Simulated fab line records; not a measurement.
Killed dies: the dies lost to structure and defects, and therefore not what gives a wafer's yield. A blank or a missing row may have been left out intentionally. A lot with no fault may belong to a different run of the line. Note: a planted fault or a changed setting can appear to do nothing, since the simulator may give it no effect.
2 desks, one fault    flow berkeley-cmos170    each desk holds nothing but its own numbers, with what lay behind them at the end

THE METROLOGY DESK
What the gauges read, lot by lot, whatever tool the lot ran on: means of the sampled wafers that have a number. Marked OUT: a lot whose mean sits more than 4 standard deviations from the usual mean, which makes it out of limits; the brackets give that distance.
Columns: A = SACOX_OXIDE_THK at UCB170_SACOX_THK_MEAS_02, usual 14.5 nm; B = cd-nm at UCB170_PLDD_CD_MEAS_06, usual 1199.8 nm; C = cd-nm at UCB170_PSD_CD_MEAS_06, usual 1200.0 nm
lot   first seen here  A     B       C
L752  day 4 16:42      14.2  1198.9  1204.0
L755  day 5 14:41      14.5  1201.1  1198.5
L756  day 5 19:28      14.8  1199.2  1202.0
L757  day 6 00:33      14.7  1201.4  1199.5
L761  day 6 14:35      14.8  1199.1  1200.3
L762  day 7 10:29      14.4  1199.7  -
L765  day 7 17:50      14.2  1200.2  -
L764  day 7 17:52      14.5  1198.5  -
L768  day 7 23:38      14.2  1197.5  1199.6
L769  day 8 19:07      14.6  1200.8  1201.3
L773  day 9 03:46      14.7  1203.3  1198.5
L772  day 9 03:47      14.6  1196.2  1198.7
L770  day 9 03:48      14.4  1198.2  1201.5
L771  day 9 03:50      14.1  1200.6  1200.6
L774  day 9 21:24      14.0  1199.9  1198.4
This desk's verdict: no lot among the 15 shows anything out of limits.

AT THE TOOL OWNER'S DESK: krf-scanner-02
The tool's own readings at UCB170_PSD_EXPOSE_03 (exposes mask PSELECT MOD, target cd 1200 nm): means of the sampled wafers that have a number, for each lot that ran on this tool. Marked OUT: a lot whose mean sits more than 4 standard deviations from the usual mean, which makes it out of limits; the brackets give that distance.
Columns: A = exposure-dose-mJ-cm2 at UCB170_PSD_EXPOSE_03, usual 29.51; B = focus-offset-nm at UCB170_PSD_EXPOSE_03, usual -0.1 nm
lot   first seen here  A      B
L752  day 6 02:47      29.52  -0.1
L755  day 6 23:52      29.46  -0.3
L757  day 7 18:53      29.44  0.3
L761  day 8 07:38      29.52  0.2
L768  day 9 17:16      29.50  0.0
L769  day 10 17:47     29.51  -0.3
L770  day 10 17:58     29.54  -0.4
L772  day 10 18:02     29.51  -0.7
L771  day 10 18:09     29.49  0.3
L773  day 10 18:20     29.55  0.5
This desk's verdict: no lot among the 10 shows anything out of limits.

ALL TOGETHER
Nothing out of limits was seen by the metrology desk.
The desk of the tool owner found nothing out of limits.

WHAT THE SIMULATOR HAD INSERTED
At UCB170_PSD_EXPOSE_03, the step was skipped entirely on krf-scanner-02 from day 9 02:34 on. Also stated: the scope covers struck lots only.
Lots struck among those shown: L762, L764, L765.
